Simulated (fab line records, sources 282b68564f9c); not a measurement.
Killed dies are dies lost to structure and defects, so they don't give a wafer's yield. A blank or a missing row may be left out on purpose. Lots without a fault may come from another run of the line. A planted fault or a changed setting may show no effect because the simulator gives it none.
Split-lot experiment | flow rit_cmos | 5 lots, 23 wafers read, on a route of 202 steps

THE SPLIT
At RIT_NRETRO_COAT_01 (resist thk 1300 nm), the setting spin_rpm was moved away from the recipe's 2000 rpm on 10 of the 23 wafers read, by -6.9% to +4.4%. The other wafers ran this setting at the recipe's value.

FROM THE SPLIT TO THE READING: what the file shows between them, 3 steps
- RIT_NRETRO_SOFTBAKE_02: time 60 s
- RIT_NRETRO_EXPOSE_03: exposes mask M4, target cd 43900 nm
- RIT_NRETRO_DEVELOP_05: develop time 68 s

THE READING
NOVOLAK_of_NRETRO_COAT_01.thk_nm (the simulator's own value, which no gauge read), in nm, at RIT_NRETRO_HARDBAKE_07 (time 120 s). The file gives no usual value for it. The 13 wafers here that ran the recipe average 1138 nm, standard deviation 2.5 nm.

wafer  | tool, chamber at the split | spin_rpm as run, rpm | against the recipe | NOVOLAK_of_NRETRO_COAT_01.thk_nm, nm | against lot-mates on the recipe
L075.2 | litho_track-03, 0          | 2000                 | recipe             | 1135                                 | -
L075.3 | litho_track-03, 0          | 2000                 | recipe             | 1137                                 | -
L075.4 | litho_track-03, 0          | 2000                 | recipe             | 1133                                 | -
L078.1 | litho_track-02, 0          | 2000                 | recipe             | 1137                                 | -
L078.3 | litho_track-02, 0          | 2000                 | recipe             | 1139                                 | -
L078.6 | litho_track-02, 0          | 2000                 | recipe             | 1139                                 | -
L078.4 | litho_track-02, 0          | 1862                 | -6.9%              | 1177                                 | +39
L078.5 | litho_track-02, 0          | 1862                 | -6.9%              | 1179                                 | +41
L081.1 | litho_track-02, 0          | 2000                 | recipe             | 1139                                 | -
L081.2 | litho_track-02, 0          | 2055                 | +2.8%              | 1124                                 | -15
L081.4 | litho_track-02, 0          | 2055                 | +2.8%              | 1124                                 | -15
L081.5 | litho_track-02, 0          | 2000                 | recipe             | 1137                                 | -
L081.6 | litho_track-02, 0          | 2000                 | recipe             | 1140                                 | -
L082.1 | litho_track-02, 0          | 2089                 | +4.4%              | 1115                                 | -26
L082.2 | litho_track-02, 0          | 2089                 | +4.4%              | 1118                                 | -23
L082.3 | litho_track-02, 0          | 2000                 | recipe             | 1140                                 | -
L082.4 | litho_track-02, 0          | 2089                 | +4.4%              | 1117                                 | -24
L082.5 | litho_track-02, 0          | 2000                 | recipe             | 1142                                 | -
L083.1 | litho_track-01, 0          | 2000                 | recipe             | 1142                                 | -
L083.2 | litho_track-01, 0          | 2067                 | +3.4%              | 1125                                 | -16
L083.4 | litho_track-01, 0          | 2067                 | +3.4%              | 1126                                 | -15
L083.5 | litho_track-01, 0          | 2000                 | recipe             | 1140                                 | -
L083.6 | litho_track-01, 0          | 2067                 | +3.4%              | 1128                                 | -13

THE FIT
A straight line over all 23 wafers: NOVOLAK_of_NRETRO_COAT_01.thk_nm changes by -5.19 nm for each +1% of spin_rpm; r = -0.98; the points scatter about the line by 2.9 nm.
The same after taking each lot's own level away (the mean of its wafers on the recipe; 23 wafers): -5.46 nm for each +1%; r = -0.99; scatter 1.8 nm.
On that fit, the largest move of spin_rpm shifts the reading by 38 nm.
The lots' own levels span 1135.0 to 1141.0 nm, that is 2.4 times the standard deviation above.
So the lot-to-lot level changes the slope little: the two slopes agree.
Check: with one of the wafers moved furthest among these (-6.9%) left out of the fit, the line predicts +38.2 nm for it against its lot-mates. It came out at +38.7 nm against them.

OTHER SPLITS ON THESE WAFERS
These wafers also went through other splits before the reading. Each is held against what the fit with the lots' levels taken away leaves over:
other split on the same wafers      | wafers away from the commonest value | r with NOVOLAK_of_NRETRO_COAT_01.thk_nm (lot level and that fit taken away)
RIT_ACTIVE_CVD_03 sih2cl2_flow_sccm | 15                                   | -0.13
RIT_ACTIVE_COAT_06 resist_thk_nm    | 9                                    | +0.19
RIT_ACTIVE_HARDBAKE_12 temp_c       | 5                                    | +0.29
RIT_FOX1_OXIDATION_00 ox_time_s     | 15                                   | +0.18
RIT_NWELL_COAT_01 spin_rpm          | 7                                    | +0.23
RIT_NWELL_IMPLANT_08 dose_cm2       | 9                                    | +0.21
RIT_PWELL_IMPLANT_08 energy_kev     | 7                                    | -0.01

THE WHOLE CHAIN: every reading that the file lists as answering this split, in the file's order
step                   | what it does       | reading                                                                           | change (the file's fit)              | r (the file's)
RIT_NRETRO_COAT_01     | resist thk 1300 nm | NOVOLAK_of_NRETRO_COAT_01.thk_nm (the simulator's own value, which no gauge read) | -6.35 nm for each +1% of the setting | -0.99
RIT_NRETRO_HARDBAKE_07 | time 120 s         | NOVOLAK_of_NRETRO_COAT_01.thk_nm (the simulator's own value, which no gauge read) | -5.47 nm for each +1% of the setting | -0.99

THE FILE'S OWN FIT
NOVOLAK_of_NRETRO_COAT_01.thk_nm changes by -5.47 nm for each +1% of spin_rpm, r = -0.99.
